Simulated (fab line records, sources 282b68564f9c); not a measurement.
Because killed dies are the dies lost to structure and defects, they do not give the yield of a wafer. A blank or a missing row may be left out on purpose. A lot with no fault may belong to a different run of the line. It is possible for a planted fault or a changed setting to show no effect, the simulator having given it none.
A lot that was struck, set against a sound lot | flow rit_cmos | 44 steps out of a route of 202
Sound: the wafers L397.3, L397.4, L397.6. The struck wafers were L405.1, L405.5, L405.6. The cause comes at the end.
Per side, at each step with rows, come the tool, then ch with its chambers, and then its first start. Under that, the readings that differ: sound wafers | struck wafers | difference of the means | sigmas: that difference in standard deviations of wafers without a fault.
alike: same words and numbers on both sides, and readings whose means sit less than 2 such deviations apart. not compared: any withheld reading, any reading some wafer has no value for, any bound like >300 that may hide the same value, and any number with overlapping values for which the record gives no deviation.
Wherever a step has rows on one side only, a row that says differs or no value, or a row with sigmas, the two part there. Numbers that have no deviation but don't overlap get no sigmas and don't part them. A reading missing from all wafers of one side parts the sides only when that side holds two or more wafers.

first, 4 steps without rows for these wafers: RIT_PLDD_SOFTBAKE_02 (time 60 s); RIT_PLDD_EXPOSE_03 (exposes mask M8, target cd 40900 nm); RIT_PLDD_PEB_04; RIT_PLDD_DEVELOP_05 (develop time 50 s).
RIT_PLDD_OVL_MEAS_06:
  sound: overlay-01 at day 4 11:09; struck: overlay-01 at day 6 03:20
  alike: PLDD_OVL
then, 2 steps without rows for these wafers: RIT_PLDD_HARDBAKE_07 (time 60 s); RIT_PLDD_IMPLANT_08.
RIT_PLDD_STRIP_09: strips in O2, time 180 s.
  sound on plasma_asher-04 ch 0,1, day 4 11:49; struck on plasma_asher-02 ch 0,1, day 6 03:40
  alike: drypump_motor_current_A
  not compared: rf_hours_counter_h
RIT_PLDD_TW_MEAS_10:
  sound: film_metro-03 at day 4 11:58; struck: film_metro-02 at day 6 03:51
  alike: PLDD_TW
then, 3 steps without rows for these wafers: RIT_SPACER_CLEAN_00 (cleans in SC1, time 600 s); RIT_SPACER_CLEAN_01 (cleans in dHF, time 30 s); RIT_SPACER_CLEAN_02 (cleans in SC2, time 600 s).
RIT_SPACER_CVD_03: deposits Si3N4 from SiH2Cl2/NH3, target thk 250 nm, time 3300 s.
  sound on lpcvd-02 ch 1, day 4 12:23; struck on lpcvd-02 ch 0, day 6 04:16
  reading                                  | sound             | struck            | difference | sigmas
  model.Si3N4_of_SPACER_CVD_03.thk_nm (nm) | 251.2 249.9 251.6 | 169.7 169.4 168.2 | -81.8      |
RIT_SPACER_THK_MEAS_04:
  sound: film_metro-03 at day 4 14:19; struck: film_metro-01 at day 6 06:11
  reading                 | sound             | struck            | difference | sigmas
  SPACER_NITRIDE_THK (nm) | 251.4 250.0 251.5 | 169.7 169.4 168.2 | -81.9      | -43
RIT_SPACER_ETCHBACK_05: etches Si3N4 in SF6/CHF3, stops on SiO2, target depth 250 nm, time 240 s.
  sound on rie_diel-04 ch 0,2,3, day 4 14:22; struck on rie_diel-01 ch 2,3, day 6 06:15
  reading                     | sound             | struck            | difference | sigmas
  drypump_motor_current_A (A) | 6.0 6.7 5.7       | 5.3 5.2 5.3       | -0.9       | -2
  oes_product_au (a.u.)       | 0.838 0.857 0.848 | 0.648 0.639 0.635 | -0.207     | -19
  model.etch.depth_nm (nm)    | 251.2 249.9 251.6 | 169.7 169.4 168.2 | -81.8      |
  alike: throttle_valve_pct
  not compared: rf_hours_counter_h
then, 6 steps without rows for these wafers: RIT_NSD_HMDS_00 (prime time 60 s); RIT_NSD_COAT_01 (resist thk 1000 nm); RIT_NSD_SOFTBAKE_02 (time 60 s); RIT_NSD_EXPOSE_03 (exposes mask M9, target cd 40700 nm); RIT_NSD_PEB_04; RIT_NSD_DEVELOP_05 (develop time 50 s).
RIT_NSD_OVL_MEAS_06:
  sound: overlay-02 at day 4 15:30; struck: overlay-02 at day 6 07:22
  alike: NSD_OVL
then, 2 steps without rows for these wafers: RIT_NSD_HARDBAKE_07 (time 60 s); RIT_NSD_IMPLANT_08.
RIT_NSD_STRIP_09: strips in O2, time 180 s.
  sound on plasma_asher-01 ch 0,1, day 4 16:01; struck on plasma_asher-04 ch 0,1, day 6 07:43
  alike: drypump_motor_current_A
  not compared: rf_hours_counter_h
RIT_NSD_TW_MEAS_10:
  sound: film_metro-03 at day 4 16:10; struck: film_metro-04 at day 6 07:53
  alike: NSD_TW
then, 6 steps without rows for these wafers: RIT_PSD_HMDS_00 (prime time 60 s); RIT_PSD_COAT_01 (resist thk 1000 nm); RIT_PSD_SOFTBAKE_02 (time 60 s); RIT_PSD_EXPOSE_03 (exposes mask M10, target cd 40900 nm); RIT_PSD_PEB_04; RIT_PSD_DEVELOP_05 (develop time 50 s).
RIT_PSD_OVL_MEAS_06:
  sound: overlay-01 at day 4 17:11; struck: overlay-01 at day 6 08:47
  alike: PSD_OVL
then, 2 steps without rows for these wafers: RIT_PSD_HARDBAKE_07 (time 60 s); RIT_PSD_IMPLANT_08.
RIT_PSD_STRIP_09: strips in O2, time 180 s.
  sound on plasma_asher-01 ch 0,1, day 4 17:34; struck on plasma_asher-01 ch 0,1, day 6 09:08
  alike: drypump_motor_current_A
  not compared: rf_hours_counter_h
RIT_PSD_TW_MEAS_10:
  sound: film_metro-03 at day 4 17:42; struck: film_metro-04 at day 6 09:19
  alike: PSD_TW
then, 3 steps without rows for these wafers: RIT_SDANNEAL_CLEAN_00 (cleans in SC1, time 600 s); RIT_SDANNEAL_CLEAN_01 (cleans in dHF, time 30 s); RIT_SDANNEAL_CLEAN_02 (cleans in SC2, time 600 s).
RIT_SDANNEAL_RTA_03: time 5 s.
  sound on rtp_anneal-02 ch 0, day 4 18:08; struck on rtp_anneal-02 ch 0, day 6 09:44
  alike: wafer_temp_C_max
RIT_SDANNEAL_RS_MEAS_04: a four-point-probe measurement.
  sound: film_metro-04 at day 4 18:13; struck: film_metro-04 at day 6 09:47
  alike: PSD_RS
RIT_SILICIDE_WET_ETCH_00: etches SiO2 in BOE, target depth 14 nm, time 15 s.
  sound on wet_bench-01 ch 1, day 4 18:39; struck on wet_bench-01 ch 0, day 6 10:16
  reading                                  | sound             | struck          | difference | sigmas
  model.Si3N4_of_SPACER_CVD_03.thk_nm (nm) | 197.6 191.9 196.8 | 132.1 132 130.9 | -63.8      |
RIT_M1_PROBE_99:
  the record holds rows for the sound wafers here (prober-01, day 5 01:31) but none for the struck ones

WHERE THEY PART
Earliest at RIT_SPACER_THK_MEAS_04; latest, in this record, at RIT_M1_PROBE_99.

WHY: whatever the simulator had introduced
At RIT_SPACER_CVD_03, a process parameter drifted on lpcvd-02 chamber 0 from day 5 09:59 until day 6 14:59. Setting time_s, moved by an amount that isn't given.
